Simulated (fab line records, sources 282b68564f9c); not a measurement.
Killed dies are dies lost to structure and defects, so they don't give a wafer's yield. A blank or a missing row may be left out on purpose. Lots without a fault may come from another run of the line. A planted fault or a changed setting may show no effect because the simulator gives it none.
fab line records | flow rit_cmos
record lots=6 wafers=18 last_day=7
route steps=202 shown ACTIVE@8 FOX1@20 M1@202
lots that met no fault: from a run of the same line without faults
start_h: hours from the record's first day to the start of the lot's first wafer shown | wait_h: hours since the lot's step before | " the same as in the row above | L1.1+2: a row that stands for several wafers | - no value, or no start given | * or withheld: withheld | < > ~ a bound
route shown NAME@n: a module of which the file shows steps, and the number in the route of the first | usual: mean/standard deviation of fault-free wafers | same: alike in all rows | chamber/n: place in a boat | sites: the reading at each site | _std_site: their standard deviation | _edge_site: outer sites' mean less inner sites' | radius_mm: how far each site lies from the wafer's centre | mask NAME#n: copy n | behind: the tool/chamber that last shaped the wafer | hold: why the lot was held/for how many hours/how that ended | device: the transistor (n, p or np) that didn't switch | end of line: the same wafers' tests at the end of the route | a step without rows: its recipe alone | killed: dies lost to structure and defects at the first sort, not the wafer's yield | map: a wafer's dies, x killed, . not, _ none there
set.NAME: the setting as run; set.NAME@STEP: as run at that earlier step | model.NAME: the simulator's own value behind a step, which no gauge read
lots at some steps of the route; a table a step, a row a wafer
services: from which hour (start_h, from the record's first day; less than 0 if before it) a tool's chamber was out of use, for how many hours, and why
## steps
# step RIT_ACTIVE_SOFTBAKE_07
# recipe resist=NOVOLAK temp_c=90 time_s=60
# step RIT_ACTIVE_EXPOSE_08
# recipe mask_id=M1 na=0.6 source_shape=conventional sigma_outer=0.6 target_cd_nm=1400 dose_mj=225
# step RIT_ACTIVE_PEB_09
# recipe resist=NOVOLAK temp_c=withheld time_s=withheld
# step RIT_ACTIVE_DEVELOP_10
# recipe resist=NOVOLAK develop_time_s=50 dev_temp_c=22.29
# step RIT_ACTIVE_CD_MEAS_11
# recipe target_cd_nm=1400
# usual cd_nm=1400.7/2.2
# columns lot.wafer tool chamber start_h wait_h cd_nm
L774.1 cd_sem-01 - 29.56 - 1405.4
L774.2 " - " " 1405.4
L774.3 " - " " 1403.7
L776.1 cd_sem-02 - 39.95 - 1401.5
L776.2 " - " " 1403.1
L776.6 " - " " 1401.3
L779.2 cd_sem-01 - 54.46 - 1402.8
L779.3 " - " " 1403.6
L779.4 " - " " 1403.0
L780.2 cd_sem-02 - 62.82 - 1398.2
L780.3 " - " " 1399.6
L780.4 " - " " 1397.4
L789.1 cd_sem-02 - 107.42 - 1402.0
L789.2 " - " " 1402.1
L789.4 " - " " 1398.9
L793.1 cd_sem-01 - 129.58 - 1402.6
L793.2 " - " " 1400.3
L793.3 " - " " 1402.0
# step RIT_ACTIVE_HARDBAKE_12
# recipe resist=NOVOLAK temp_c=140 time_s=60
# step RIT_ACTIVE_ETCH_13
# recipe stop_on=SiO2 chemistry=SF6 target=Si3N4 time_s=205.4 over_etch_frac=0.4 SF6_flow_sccm=200 pressure_mtorr=260 rf_w=125 target_depth_a=2100
# usual drypump_motor_current_A=5.8/0.39 oes_product_au=0.827/0.012 throttle_valve_pct=7.47/0.11
# columns lot.wafer tool chamber start_h wait_h drypump_motor_current_A oes_product_au rf_hours_counter_h throttle_valve_pct
L774.1 rie_diel-01 1 29.83 0.1 5.9 0.812 10 7.29
L774.2 " 3 " " 5.8 0.824 122 7.65
L774.3 " 2 " " 5.7 0.817 171 7.58
L776.1 rie_diel-03 1 40.22 0.1 5.7 0.807 124 7.47
L776.2 " 3 " " 5.9 0.817 108 7.40
L776.6 " 3 " " 5.9 0.817 - 7.41
L779.2 rie_diel-02 0 54.71 0.1 5.9 0.827 7 7.60
L779.3 " 2 " " 5.8 0.842 134 7.47
L779.4 " 1 " " 6.5 0.816 1 7.33
L780.2 rie_diel-02 1 63.07 0.1 6.5 0.826 1 7.31
L780.3 " 3 " " 5.3 0.809 13 7.35
L780.4 " 0 " " 5.9 0.825 7 7.61
L789.1 rie_diel-01 2 107.69 0.1 5.7 0.823 0 7.59
L789.2 " 0 " " 5.0 0.834 58 7.53
L789.4 " 1 " " 5.9 0.808 12 7.31
L793.1 rie_diel-01 0 129.88 0.1 5.0 0.842 58 7.53
L793.2 " 1 " " 5.9 0.814 12 7.31
L793.3 " 2 " " 5.7 0.840 0 7.58
# step RIT_ACTIVE_STRIP_14
# recipe chemistry=O2 time_s=180 resist=NOVOLAK platen_temp_c=withheld power_w=500 pressure_mtorr=4000 o2_flow_sccm=4000
# usual drypump_motor_current_A=5.5/0.39
# columns lot.wafer tool chamber start_h wait_h drypump_motor_current_A rf_hours_counter_h
L774.1 plasma_asher-01 1 29.96 0.1 5.5 40
L774.2 " 0 " " 5.8 40
L774.3 " 0 " " 5.8 -
L776.1 plasma_asher-04 1 40.35 0.1 5.2 35
L776.2 " 0 " " 5.3 35
L776.6 " 0 " " 5.3 -
L779.2 plasma_asher-04 1 54.84 0.1 5.1 37
L779.3 " 1 " " 5.1 -
L779.4 " 0 " " 5.3 -
L780.2 plasma_asher-04 0 63.20 0.1 5.3 38
L780.3 " 0 " " 5.3 -
L780.4 " 1 " " 5.1 -
L789.1 plasma_asher-01 0 107.83 0.1 5.8 49
L789.2 " 1 " " 5.5 49
L789.4 " 0 " " 5.8 -
L793.1 plasma_asher-04 1 130.01 0.1 5.1 45
L793.2 " 0 " " 5.3 45
L793.3 " 1 " " 5.2 -
# step RIT_ACTIVE_CD_MEAS_90
# recipe target_cd_nm=1400
# usual cd_nm=1400.7/2.3
# columns lot.wafer tool chamber start_h wait_h cd_nm
L774.1 cd_sem-01 - 30.14 0.1 1405.1
L774.2 " - " " 1405.7
L774.3 " - " " 1403.5
L776.1 cd_sem-01 - 40.53 0.1 1401.4
L776.2 " - " " 1403.0
L776.6 " - " " 1401.5
L779.2 cd_sem-01 - 55.04 0.1 1402.8
L779.3 " - " " 1403.2
L779.4 " - " " 1402.9
L780.2 cd_sem-01 - 63.40 0.1 1398.8
L780.3 " - " " 1399.7
L780.4 " - " " 1397.7
L789.1 cd_sem-01 - 108.00 0.1 1402.3
L789.2 " - " " 1403.1
L789.4 " - " " 1399.6
L793.1 cd_sem-01 - 130.19 0.1 1403.1
L793.2 " - " " 1400.5
L793.3 " - " " 1402.3
# step RIT_ACTIVE_CLEAN_15
# recipe chemistry=SC1 mix=3:3:50 time_s=600 temp_c=75
# step RIT_ACTIVE_CLEAN_16
# recipe chemistry=dHF dilution=50:1 time_s=30
# step RIT_ACTIVE_CLEAN_17
# recipe chemistry=SC2 mix=3:3:50 time_s=600 temp_c=75 dry=n2_spin
# step RIT_FOX1_OXIDATION_00
# recipe temp_c=1100 ambient=H2O target_thk_a=3507 p_h2o_torr=720 ox_time_s=1130
# usual spike_tc_centre_C=1102.1/1 spike_tc_load_C=1127.9/1.2 spike_tc_source_C=1125.7/1.7 tube_center_temp_C=1100/0.096 tube_center_temp_C_max=1102.8/0.44
# columns lot.wafer tool chamber start_h wait_h spike_tc_centre_C spike_tc_load_C spike_tc_source_C tube_center_temp_C tube_center_temp_C_max model.SiO2_of_FOX1_OXIDATION_00.thk_nm
L774.1 furnace-04 0 32.85 2.2 1102.7 1129.1 1126.2 1100.1 1102.0 349.2
L774.2 " 0 " " 1102.2 1127.5 1125.9 1100.1 1102.2 346.2
L774.3 " 0 " " 1102.7 1127.5 1125.4 1099.9 1102.6 347.7
L776.1 furnace-04 0 43.22 2.2 1103.3 1128.7 1125.4 1100 1102.7 345.8
L776.2 " 0 " " 1101.0 1126.4 1126.6 1100.1 1102.4 342.6
L776.6 " 0 " " 1103.6 1127.3 1124.0 1100.1 1103.2 345.9
L779.2 furnace-04 0 59.30 3.8 1126.9 1152.8 1149.7 1125.1 1129.4 386.6
L779.3 " 0 " " 1127.1 1152.5 1150.8 1125 1128.5 383.4
L779.4 " 0 " " 1126.8 1153.3 1150.8 1125.1 1127.4 381.2
L780.2 furnace-04 0 63.88 0.0 1127.4 1153.6 1150.3 1125 1127.4 382.7
L780.3 " 0 " " 1128.6 1151.9 1151.4 1125.1 1127.7 381
L780.4 " 0 " " 1128.1 1152.5 1149.8 1124.9 1127.2 382.4
L789.1 furnace-03 0 113.73 5.1 1101.0 1127.1 1128.9 1100 1102.8 353.6
L789.2 " 0 " " 1102.1 1126.2 1128.3 1099.9 1104.0 347.9
L789.4 " 0 " " 1101.3 1127.7 1127.4 1100 1102.2 345.8
L793.1 furnace-01 0 133.10 2.4 1101.3 1129.8 1125.7 1100 1102.3 360.2
L793.2 " 0 " " 1102.7 1129.8 1124.9 1100.1 1102.7 358.8
L793.3 " 0 " " 1102.5 1130.4 1122.7 1100.1 1102.2 357
# step RIT_FOX1_THK_MEAS_01
# recipe reads=SiO2_of_FOX1_OXIDATION_00
# usual FOX1_OXIDE_THK=345/5.8
# columns lot.wafer tool chamber start_h wait_h FOX1_OXIDE_THK[nm]
L774.1 film_metro-04 - 34.16 0.0 349
L774.2 " - " " 346
L774.3 " - " " 348
L776.1 film_metro-03 - 44.53 0.0 346
L776.2 " - " " 343
L776.6 " - " " 346
L779.2 film_metro-02 - 60.62 0.0 386
L779.3 " - " " 383
L779.4 " - " " 381
L780.2 film_metro-04 - 65.20 0.0 383
L780.3 " - " " 381
L780.4 " - " " 383
L789.1 film_metro-02 - 115.05 0.0 353
L789.2 " - " " 348
L789.4 " - " " 346
L793.1 film_metro-02 - 134.41 0.0 361
L793.2 " - " " 359
L793.3 " - " " 357
# step RIT_FOX1_WET_ETCH_02
# recipe chemistry=BOE target_depth_nm=350 time_s=390 temp_c=21.5 dry=n2_spin dilution=10:1 target=SiO2
# step RIT_M1_PROBE_99
# usual killed_at_front_end=6.6/2.9 killed_dies=6.7/3 killed_open=3.5/2.1 killed_short=3.2/1.8
# same gross_dies=264 killed_at_M0_to_M3=0 killed_at_M4_up=0 killed_at_back_side=0 killed_at_contacts=0 killed_at_other=0
# columns lot.wafer tool chamber start_h wait_h killed_at_front_end killed_dies killed_open killed_short model.etest.pldd.width_nm model.etest.nldd.width_nm model.etest.nplus_sal.width_nm model.etest.pplus_sal.width_nm
L774.1 prober-01 - 74.73 0.1 3 3 1 2 3209 3223 3476 3480
L774.2 prober-01 - 74.78 0.1 7 7 4 3 3223 3212 3446 3455
L774.3 prober-01 - 74.83 0.2 4 4 2 2 3229 3210 3480 3488
L776.1 prober-02 - 86.26 0.1 8 8 2 6 3176 3180 3409 3410
L776.2 prober-02 - 86.31 0.1 3 3 2 1 3180 3164 3466 3432
L776.6 prober-02 - 86.51 0.2 3 3 1 2 3173 3177 3420 3415
L779.2 prober-02 - 106.69 0.1 6 6 4 2 3158 3154 3418 3416
L779.3 prober-02 - 106.74 0.2 10 10 8 2 3148 3148 3412 3426
L779.4 prober-02 - 106.79 0.2 13 13 9 4 3171 3168 3434 3429
L780.2 prober-01 - 111.06 0.1 5 5 3 2 3172 3169 3410 3407
L780.3 prober-01 - 111.11 0.2 8 8 5 3 3158 3160 3409 3435
L780.4 prober-01 - 111.16 0.2 9 9 6 3 3156 3165 3405 3406
L789.1 prober-02 - 172.66 0.1 11 11 8 3 3160 3189 3428 3460
L789.2 prober-02 - 172.71 0.1 10 10 6 4 3185 3194 3453 3462
L789.4 prober-02 - 172.81 0.2 14 14 8 6 3188 3198 3434 3430
L793.1 prober-01 - 179.83 0.1 7 7 3 4 3187 3179 3462 3444
L793.2 prober-01 - 179.88 0.1 1 1 1 0 3186 3196 3439 3438
L793.3 prober-01 - 179.93 0.2 8 8 6 2 3208 3207 3465 3442
# killed by level:class
L774.1 GATE:geometric_particle:short=1 GATE:geometric_particle:open=1 SILICIDE:geometric_particle:short=1
L774.2 SILICIDE:geometric_particle:open=3 SILICIDE:geometric_particle:short=2 GATE:geometric_particle:open=1 SPACER:geometric_particle:short=1
L774.3 FOX1:geometric_particle:short=1 FOX1:geometric_particle:open=1 SILICIDE:geometric_particle:short=1 SILICIDE:geometric_particle:open=1
L776.1 FOX2:geometric_particle:short=5 FOX2:geometric_particle:open=1 GATE:geometric_particle:short=1 GATE:geometric_particle:open=1
L776.2 GATE:geometric_particle:short=1 GATE:geometric_particle:open=1 SPACER:geometric_particle:open=1
L776.6 FOX1:geometric_particle:short=1 GATE:geometric_particle:short=1 GATE:geometric_particle:open=1
L779.2 GATE:geometric_particle:open=2 FOX2:geometric_particle:short=1 GATE:geometric_particle:short=1 REOX:geometric_particle:open=1 SPACER:geometric_particle:open=1
L779.3 GATE:geometric_particle:open=4 GATE:geometric_particle:short=2 FOX1:geometric_particle:open=1 REOX:geometric_particle:open=1 SPACER:geometric_particle:open=1 SILICIDE:geometric_particle:open=1
L779.4 REOX:geometric_particle:open=4 FOX1:geometric_particle:open=2 FOX1:geometric_particle:short=1 GATE:geometric_particle:open=1 GATE:geometric_particle:short=1 REOX:geometric_particle:short=1 SPACER:geometric_particle:short=1 SPACER:geometric_particle:open=1
L780.2 GATE:geometric_particle:open=2 REOX:geometric_particle:short=1 SPACER:geometric_particle:open=1 SPACER:geometric_particle:short=1
L780.3 FOX1:geometric_particle:open=2 GATE:geometric_particle:open=2 FOX1:geometric_particle:short=1 GATE:geometric_particle:short=1 REOX:geometric_particle:short=1 REOX:geometric_particle:open=1
L780.4 FOX1:geometric_particle:open=3 GATE:geometric_particle:open=2 GATE:geometric_particle:short=1 REOX:geometric_particle:short=1 SPACER:geometric_particle:short=1 SPACER:geometric_particle:open=1
L789.1 REOX:geometric_particle:open=4 FOX1:geometric_particle:short=1 FOX1:geometric_particle:open=1 GATE:geometric_particle:short=1 GATE:geometric_particle:open=1 REOX:geometric_particle:short=1 SPACER:geometric_particle:open=1 SILICIDE:geometric_particle:open=1
L789.2 REOX:geometric_particle:open=3 REOX:geometric_particle:short=2 SPACER:geometric_particle:open=2 GATE:geometric_particle:short=1 SILICIDE:geometric_particle:open=1 SILICIDE:geometric_particle:short=1
L789.4 GATE:geometric_particle:short=4 SILICIDE:geometric_particle:open=3 GATE:geometric_particle:open=2 SILICIDE:geometric_particle:short=2 FOX1:geometric_particle:open=1 REOX:geometric_particle:open=1 SPACER:geometric_particle:open=1
L793.1 FOX1:geometric_particle:short=1 FOX1:geometric_particle:open=1 FOX2:geometric_particle:short=1 GATE:geometric_particle:open=1 SPACER:geometric_particle:open=1 SPACER:geometric_particle:short=1 SILICIDE:geometric_particle:short=1
L793.2 SPACER:geometric_particle:open=1
L793.3 GATE:geometric_particle:open=3 FOX1:geometric_particle:open=1 FOX2:geometric_particle:short=1 GATE:geometric_particle:short=1 SPACER:geometric_particle:open=1 SILICIDE:geometric_particle:open=1
## services
# columns tool chamber start_h hours kind
furnace-01 - 27.86 3.0 pm
rie_diel-02 2 33.54 7.4 repair
rie_diel-03 2 51.93 - clean
rie_diel-03 2 51.93 17.4 scheduled_down
rie_diel-03 2 51.93 17.4 vent_cycle
rie_diel-02 - 53.37 0.7 repair
furnace-04 - 56.27 3.0 pm
rie_diel-02 - 60.12 2.8 pm
rie_diel-01 2 64.04 10.2 repair
rie_diel-02 2 66.32 9.4 repair
rie_diel-01 2 74.24 - clean
rie_diel-01 2 74.24 33.3 scheduled_down
rie_diel-01 2 74.24 33.3 vent_cycle
rie_diel-03 2 81.55 8.1 repair
rie_diel-03 1 104.77 2.6 repair
plasma_asher-01 - 108.75 9.0 pm
plasma_asher-01 0 108.75 9.0 vent_cycle
plasma_asher-01 1 108.75 9.0 vent_cycle
furnace-03 - 115.05 3.4 pm
plasma_asher-01 0 117.75 - clean
plasma_asher-01 1 117.75 - clean
rie_diel-02 - 124.78 0.1 repair
## key
first_sign step=RIT_FOX1_OXIDATION_00 reading=tube_center_temp_C direction=up sigmas=99+ usual=* struck=*
effect step=RIT_FOX1_OXIDATION_00 reading=tube_center_temp_C_max direction=up sigmas=58 usual=* struck=*
effect step=RIT_FOX1_THK_MEAS_01 reading=FOX1_OXIDE_THK direction=up sigmas=6.5 usual=345 struck=383
model_effect step=RIT_FOX1_OXIDATION_00 value=SiO2_of_FOX1_OXIDATION_00.thk_nm without=344.1 struck=382.9
model_effect step=RIT_M1_PROBE_99 value=etest.pldd.width_nm without=3203 struck=3160
met_at RIT_FOX1_OXIDATION_00
struck_wafers L779.2,L779.3,L779.4,L780.2,L780.3,L780.4
tester_left_out L779,L780
onset_between 43.22 59.30
fault kind=process_parameter_drift tool=furnace-04 chamber=- onset_h=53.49 steps=RIT_FOX1_OXIDATION_00 channel=temp_c offset=* shape=step end_h=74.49 acts_in=* stated=*
# tester_left_out: of these lots the tester's yield and bins aren't shown, on N5 and GAA mostly nor the transistor test; their killed dies are dies lost to structure and defects alone, not to doping, threshold or leakage, so they don't give the yield
